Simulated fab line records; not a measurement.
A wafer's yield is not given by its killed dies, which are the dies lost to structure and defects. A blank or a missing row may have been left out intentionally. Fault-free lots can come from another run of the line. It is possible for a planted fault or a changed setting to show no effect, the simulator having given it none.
Which of the tools did it? -- flow berkeley_cmos170 -- Sampling: 7 lots, 21 wafers, 2 of 331 route steps

== WHAT THE GAUGES SHOWED, per wafer ==
UCB170_V2_THK_MEAS_01.
lot,measured,on,V2_TEOS_THK (nm)
L488,day 9 18:07,film_metro-03,3894 3943 3999
L498,day 10 09:01,film_metro-03,1994 2034 2039
L501,day 10 23:27,film_metro-03,1960 1980 1990
L505,day 12 07:01,film_metro-02,1968 2004 2029
L507,day 12 07:33,film_metro-02,1995 2034 2011
L504,day 12 07:44,film_metro-04,1984 1950 1997
L511,day 13 07:56,film_metro-03,2007 2001 2036

== WHAT TOOL EACH LOT RAN ON (gives the tool, then ch and the chambers of the sampled wafers, and finally the start) ==
lot,UCB170_V2_CVD_00
L488,"pecvd-01 ch 0,2, day 9 17:34"
L498,"pecvd-03 ch 0,2, day 10 08:52"
L501,"pecvd-03 ch 0,1, day 10 23:17"
L505,"pecvd-02 ch 0,1, day 12 06:51"
L507,"pecvd-02 ch 0,2, day 12 07:22"
L504,"pecvd-01 ch 0,1, day 12 07:31"
L511,"pecvd-03 ch 0,2, day 13 07:46"
- UCB170_V2_CVD_00: deposits SiO2 from TEOS/O2, target thk 2000 nm, time 250 s.

== THE ANSWER, worked out from the rows above alone ==
Rule: what is usual is taken from the lots themselves. Put in order of their means at a reading, lots are off if they are a third of the lots or fewer, leave a main group of 4 or more, and stand apart from it by a gap of 3 or more times the standard deviation of the main group's means; of several such gaps the widest counts. The tables above print the reading to a certain number of digits; a main group whose means all agree to those digits is not used. A lot without any number at a reading at which 4 lots or more have one is off too. The other lots that the step has rows for count as sound.
Off: L488, at UCB170_V2_THK_MEAS_01 (V2_TEOS_THK). The main group: mean 2001 nm, standard deviation 18.
A tool fits if, at a process step before that reading, it ran every lot that is off, and no sound lot after the first of them. Those tools and the gauges at UCB170_V2_THK_MEAS_01 are tried in the same way. No candidate that was tried fits.

== WHAT THE SIMULATOR HAD PUT IN ==
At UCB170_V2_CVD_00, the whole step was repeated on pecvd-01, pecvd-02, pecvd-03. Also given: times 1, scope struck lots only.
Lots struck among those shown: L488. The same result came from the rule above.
